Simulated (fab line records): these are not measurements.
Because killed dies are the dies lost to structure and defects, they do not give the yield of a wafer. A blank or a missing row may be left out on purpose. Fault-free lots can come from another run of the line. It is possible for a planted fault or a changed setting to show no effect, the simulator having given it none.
fab line records | flow rit-cmos
[record] lots = 15 | wafers = 45 | last-day = 7
route steps=202 shown NWELL@37 PWELL@49 NRETRO@63 PRETRO@74
lots untouched by any fault: they come from a run of this same line in which no faults occurred
start-h: hours from the record's opening day to when the first of the lot's shown wafers began | wait-h: time in hours since the lot's previous step | " the same as in the row above | L1.1+2: several wafers, shown together as one row | - no value present, or no start provided | * or withheld: withheld | < > ~ a bound
route shown NAME@n: NAME is a module with steps in the file, n the number in the route of the first one | usual: mean/standard deviation of fault-free wafers | same: alike in all rows | chamber/n: place in a boat | sites: readings site by site | _std_site: their standard deviation | _edge_site: outer sites' mean less inner sites' | radius-mm: how far each site lies from the wafer's centre | mask NAME#n: copy n | behind: the last tool/chamber to shape the wafer | hold: reason for holding the lot/hours on hold/outcome of the hold | device: the n, p or np transistor that did not switch | end of line: the tests these same wafers got at the end of their route | for a step that has no rows: nothing shown but its recipe | killed: dies that structure and defects cost at the first sort, which is not the same as the wafer's yield | map: dies across one wafer; x = killed, . = not, _ = none there
set.NAME: setting as actually run; set.NAME@STEP: the setting as run at that earlier step | model.NAME: the simulator's own value behind a step, which no gauge read
a sample of lots followed through the steps of the route, with each step as a table and each wafer as a row
services: from which hour (start-h, from the record's first day; less than 0 if before it) a tool's chamber was out of use, for how many hours, and why
[[steps]]
[step RIT_NWELL_STRIP_09]
[recipe] chemistry = O2 | time-s = 180 | resist = NOVOLAK | platen-temp-c = withheld | power-w = 500 | pressure-mtorr = 4000 | o2-flow-sccm = 4000
[usual] chamber-pressure-mTorr = 4000/3.3 | drypump-motor-current-A = 5.92/0.24
lot.wafer | tool            | chamber | start-h | wait-h | chamber-pressure-mTorr | drypump-motor-current-A | rf-hours-counter-h
L553.1    | plasma-asher-04 | 1       | 22.43   | 0.1    | 4000                   | 6.19                    | 22
L553.3    | "               | 0       | "       | "      | 4001                   | 6.18                    | -
L553.6    | "               | 1       | "       | "      | 4002                   | 6.20                    | -
L555.1    | plasma-asher-02 | 1       | 32.09   | 0.1    | 4001                   | 5.86                    | 39
L555.4    | "               | 1       | "       | "      | 4002                   | 5.87                    | -
L555.5    | "               | 0       | "       | "      | 4004                   | 5.68                    | -
L556.3    | plasma-asher-03 | 1       | 41.00   | 0.1    | 4000                   | 5.64                    | -
L556.4    | "               | 0       | "       | "      | 4001                   | 5.77                    | -
L556.6    | "               | 1       | "       | "      | 3997                   | 5.64                    | -
L558.1    | plasma-asher-04 | 0       | 49.02   | 0.1    | 4003                   | 6.18                    | 24
L558.3    | "               | 1       | "       | "      | 3999                   | 6.14                    | -
L558.4    | "               | 0       | "       | "      | 3998                   | 6.18                    | -
L560.1    | plasma-asher-03 | 0       | 63.72   | 0.1    | 3997                   | 5.76                    | 42
L560.2    | "               | 1       | "       | "      | 4003                   | 5.63                    | 42
L560.3    | "               | 0       | "       | "      | 4002                   | 5.77                    | -
L564.3    | plasma-asher-03 | 1       | 79.19   | 0.1    | -                      | -                       | -
L564.5    | "               | 0       | "       | "      | -                      | -                       | -
L564.6    | "               | 1       | "       | "      | -                      | -                       | -
L565.2    | plasma-asher-04 | 1       | 83.28   | 0.1    | -                      | -                       | -
L565.3    | "               | 1       | "       | "      | -                      | -                       | -
L565.5    | "               | 1       | "       | "      | -                      | -                       | -
L566.4    | plasma-asher-04 | 0       | 87.64   | 0.1    | -                      | -                       | -
L566.5    | "               | 1       | "       | "      | -                      | -                       | -
L566.6    | "               | 0       | "       | "      | -                      | -                       | -
L568.2    | plasma-asher-03 | 0       | 99.74   | 0.1    | 3999                   | 5.77                    | 46
L568.3    | "               | 1       | "       | "      | 4003                   | 5.64                    | -
L568.5    | "               | 0       | "       | "      | 3998                   | 5.77                    | -
L570.1    | plasma-asher-02 | 0       | 106.61  | 0.1    | 3998                   | 5.70                    | 47
L570.3    | "               | 0       | "       | "      | 4005                   | 5.69                    | -
L570.6    | "               | 1       | "       | "      | 3999                   | 5.87                    | -
L571.2    | plasma-asher-03 | 1       | 114.00  | 0.1    | 4004                   | 5.63                    | 48
L571.4    | "               | 0       | "       | "      | 3997                   | 5.74                    | -
L571.5    | "               | 1       | "       | "      | 3998                   | 5.63                    | -
L572.2    | plasma-asher-03 | 0       | 117.52  | 0.1    | 4004                   | 5.78                    | 48
L572.3    | "               | 1       | "       | "      | 3995                   | 5.66                    | -
L572.5    | "               | 0       | "       | "      | 4004                   | 5.78                    | -
L573.2    | plasma-asher-04 | 0       | 122.25  | 0.1    | 3998                   | 6.18                    | 32
L573.3    | "               | 0       | "       | "      | 3998                   | 6.17                    | -
L573.6    | "               | 0       | "       | "      | 3999                   | 6.19                    | -
L575.1    | plasma-asher-04 | 0       | 132.18  | 0.1    | 3998                   | 6.19                    | 33
L575.3    | "               | 0       | "       | "      | 4000                   | 6.21                    | -
L575.6    | "               | 1       | "       | "      | 3999                   | 6.21                    | -
L576.2    | plasma-asher-02 | 1       | 136.59  | 0.1    | 3997                   | 5.91                    | 2
L576.4    | "               | 0       | "       | "      | 4000                   | 5.71                    | -
L576.5    | "               | 1       | "       | "      | 3997                   | 5.89                    | -
[step RIT_PWELL_TW_MEAS_10]
[usual] PWELL_TW = 959/7.9
lot.wafer | tool          | chamber | start-h | wait-h | PWELL_TW
L553.1    | film-metro-01 | -       | 24.15   | 0.1    | 961
L553.3    | "             | -       | "       | "      | 964
L553.6    | "             | -       | "       | "      | 963
L555.1    | film-metro-04 | -       | 33.81   | 0.1    | 960
L555.4    | "             | -       | "       | "      | 959
L555.5    | "             | -       | "       | "      | 965
L556.3    | film-metro-04 | -       | 42.69   | 0.1    | 967
L556.4    | "             | -       | "       | "      | 967
L556.6    | "             | -       | "       | "      | 965
L558.1    | film-metro-03 | -       | 50.87   | 0.1    | 942
L558.3    | "             | -       | "       | "      | 943
L558.4    | "             | -       | "       | "      | 944
L560.1    | film-metro-03 | -       | 65.44   | 0.1    | 937
L560.2    | "             | -       | "       | "      | 935
L560.3    | "             | -       | "       | "      | 940
L564.3    | film-metro-04 | -       | 81.00   | 0.1    | 30
L564.5    | "             | -       | "       | "      | 30
L564.6    | "             | -       | "       | "      | 30
L565.2    | film-metro-03 | -       | 85.01   | 0.1    | 30
L565.3    | "             | -       | "       | "      | 30
L565.5    | "             | -       | "       | "      | 30
L566.4    | film-metro-01 | -       | 89.49   | 0.1    | 30
L566.5    | "             | -       | "       | "      | 30
L566.6    | "             | -       | "       | "      | 30
L568.2    | film-metro-04 | -       | 101.48  | 0.1    | 968
L568.3    | "             | -       | "       | "      | 970
L568.5    | "             | -       | "       | "      | 968
L570.1    | film-metro-01 | -       | 108.34  | 0.1    | 957
L570.3    | "             | -       | "       | "      | 952
L570.6    | "             | -       | "       | "      | 953
L571.2    | film-metro-03 | -       | 115.74  | 0.1    | 942
L571.4    | "             | -       | "       | "      | 941
L571.5    | "             | -       | "       | "      | 948
L572.2    | film-metro-01 | -       | 119.30  | 0.1    | 963
L572.3    | "             | -       | "       | "      | 959
L572.5    | "             | -       | "       | "      | 963
L573.2    | film-metro-01 | -       | 123.98  | 0.1    | 958
L573.3    | "             | -       | "       | "      | 960
L573.6    | "             | -       | "       | "      | 961
L575.1    | film-metro-04 | -       | 133.91  | 0.1    | 962
L575.3    | "             | -       | "       | "      | 957
L575.6    | "             | -       | "       | "      | 967
L576.2    | film-metro-04 | -       | 138.33  | 0.1    | 967
L576.4    | "             | -       | "       | "      | 965
L576.5    | "             | -       | "       | "      | 962
[step RIT_NRETRO_TW_MEAS_10]
[usual] NRETRO_TW = 1045/8.6
lot.wafer | tool          | chamber | start-h | wait-h | NRETRO_TW
L553.1    | film-metro-02 | -       | 32.22   | 0.1    | 1040
L553.3    | "             | -       | "       | "      | 1044
L553.6    | "             | -       | "       | "      | 1040
L555.1    | film-metro-02 | -       | 42.34   | 0.1    | 1039
L555.4    | "             | -       | "       | "      | 1042
L555.5    | "             | -       | "       | "      | 1044
L556.3    | film-metro-03 | -       | 50.41   | 0.1    | 1035
L556.4    | "             | -       | "       | "      | 1041
L556.6    | "             | -       | "       | "      | 1050
L558.1    | film-metro-03 | -       | 61.53   | 0.1    | 1040
L558.3    | "             | -       | "       | "      | 1041
L558.4    | "             | -       | "       | "      | 1034
L560.1    | film-metro-03 | -       | 73.35   | 0.1    | 1052
L560.2    | "             | -       | "       | "      | 1045
L560.3    | "             | -       | "       | "      | 1053
L564.3    | film-metro-02 | -       | 88.90   | 0.1    | 30
L564.5    | "             | -       | "       | "      | 30
L564.6    | "             | -       | "       | "      | 30
L565.2    | film-metro-03 | -       | 92.28   | 0.1    | 30
L565.3    | "             | -       | "       | "      | 30
L565.5    | "             | -       | "       | "      | 30
L566.4    | film-metro-03 | -       | 96.81   | 0.1    | 30
L566.5    | "             | -       | "       | "      | 30
L566.6    | "             | -       | "       | "      | 30
L568.2    | film-metro-03 | -       | 109.55  | 0.1    | 1044
L568.3    | "             | -       | "       | "      | 1042
L568.5    | "             | -       | "       | "      | 1035
L570.1    | film-metro-02 | -       | 116.40  | 0.1    | 1037
L570.3    | "             | -       | "       | "      | 1039
L570.6    | "             | -       | "       | "      | 1040
L571.2    | film-metro-03 | -       | 122.61  | 0.1    | 1041
L571.4    | "             | -       | "       | "      | 1042
L571.5    | "             | -       | "       | "      | 1042
L572.2    | film-metro-04 | -       | 127.74  | 0.1    | 1062
L572.3    | "             | -       | "       | "      | 1064
L572.5    | "             | -       | "       | "      | 1066
L573.2    | film-metro-02 | -       | 130.86  | 0.1    | 1041
L573.3    | "             | -       | "       | "      | 1035
L573.6    | "             | -       | "       | "      | 1036
L575.1    | film-metro-03 | -       | 141.94  | 0.1    | 1049
L575.3    | "             | -       | "       | "      | 1038
L575.6    | "             | -       | "       | "      | 1041
L576.2    | film-metro-03 | -       | 145.20  | 0.1    | 1048
L576.4    | "             | -       | "       | "      | 1052
L576.5    | "             | -       | "       | "      | 1047
[step RIT_PRETRO_TW_MEAS_10]
[usual] PRETRO_TW = 475/4.4
lot.wafer | tool          | chamber | start-h | wait-h | PRETRO_TW
L553.1    | film-metro-01 | -       | 33.77   | 0.1    | 482
L553.3    | "             | -       | "       | "      | 482
L553.6    | "             | -       | "       | "      | 483
L555.1    | film-metro-03 | -       | 44.02   | 0.1    | 468
L555.4    | "             | -       | "       | "      | 470
L555.5    | "             | -       | "       | "      | 473
L556.3    | film-metro-02 | -       | 51.97   | 0.1    | 472
L556.4    | "             | -       | "       | "      | 472
L556.6    | "             | -       | "       | "      | 472
L558.1    | film-metro-03 | -       | 63.08   | 0.1    | 471
L558.3    | "             | -       | "       | "      | 474
L558.4    | "             | -       | "       | "      | 473
L560.1    | film-metro-01 | -       | 75.03   | 0.1    | 478
L560.2    | "             | -       | "       | "      | 479
L560.3    | "             | -       | "       | "      | 480
L564.3    | film-metro-02 | -       | 90.58   | 0.1    | 30
L564.5    | "             | -       | "       | "      | 30
L564.6    | "             | -       | "       | "      | 30
L565.2    | film-metro-03 | -       | 93.95   | 0.1    | 30
L565.3    | "             | -       | "       | "      | 30
L565.5    | "             | -       | "       | "      | 30
L566.4    | film-metro-01 | -       | 98.36   | 0.1    | 30
L566.5    | "             | -       | "       | "      | 30
L566.6    | "             | -       | "       | "      | 30
L568.2    | film-metro-02 | -       | 111.23  | 0.1    | 469
L568.3    | "             | -       | "       | "      | 468
L568.5    | "             | -       | "       | "      | 469
L570.1    | film-metro-03 | -       | 118.08  | 0.1    | 471
L570.3    | "             | -       | "       | "      | 472
L570.6    | "             | -       | "       | "      | 470
L571.2    | film-metro-02 | -       | 124.29  | 0.1    | 472
L571.4    | "             | -       | "       | "      | 470
L571.5    | "             | -       | "       | "      | 469
L572.2    | film-metro-01 | -       | 129.42  | 0.1    | 481
L572.3    | "             | -       | "       | "      | 481
L572.5    | "             | -       | "       | "      | 479
L573.2    | film-metro-01 | -       | 132.73  | 0.1    | 481
L573.3    | "             | -       | "       | "      | 481
L573.6    | "             | -       | "       | "      | 481
L575.1    | film-metro-01 | -       | 143.62  | 0.1    | 480
L575.3    | "             | -       | "       | "      | 481
L575.6    | "             | -       | "       | "      | 481
L576.2    | film-metro-01 | -       | 146.83  | 0.1    | 478
L576.4    | "             | -       | "       | "      | 478
L576.5    | "             | -       | "       | "      | 479
[[services]]
tool            | chamber | start-h | hours | kind
plasma-asher-04 | -       | 105.75  | 0.9   | repair
plasma-asher-02 | -       | 108.75  | 9.0   | pm
plasma-asher-02 | 0       | 108.75  | 9.0   | vent-cycle
plasma-asher-02 | 1       | 108.75  | 9.0   | vent-cycle
plasma-asher-02 | 0       | 117.75  | -     | clean
plasma-asher-02 | 1       | 117.75  | -     | clean
[[key]]
[first-sign] step = RIT_NWELL_STRIP_09 | reading = tool-record | direction = missing
[effect] step = RIT_PWELL_TW_MEAS_10 | reading = PWELL_TW | direction = down | sigmas = 99+ | usual = 959 | struck = 30
[effect] step = RIT_NRETRO_TW_MEAS_10 | reading = NRETRO_TW | direction = down | sigmas = 99+ | usual = 1045 | struck = 30
[effect] step = RIT_PRETRO_TW_MEAS_10 | reading = PRETRO_TW | direction = down | sigmas = 99+ | usual = 475 | struck = 30
met-at RIT_NWELL_STRIP_09
struck-lots L564,L565,L566
sort-left-out L564.3,L564.5,L564.6,L565.2,L565.3,L565.5,L566.4,L566.5,L566.6
tester-left-out L564,L565,L566
onset-between 63.72 79.19
[fault] kind = skipped-step-whole | tool = plasma-asher-03,plasma-asher-04 | chamber = - | onset-h = 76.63 | steps = RIT_NWELL_STRIP_09 | scope = struck-lots-only
// tester-left-out: of these lots the tester's yield and bins aren't shown, on N5 and GAA mostly nor the transistor test; their killed dies are dies lost to structure and defects alone, not to doping, threshold or leakage, so they don't give the yield
// sort-left-out: the simulated sort isn't trusted on such a fault, so these wafers' sort isn't shown, and their yield isn't known
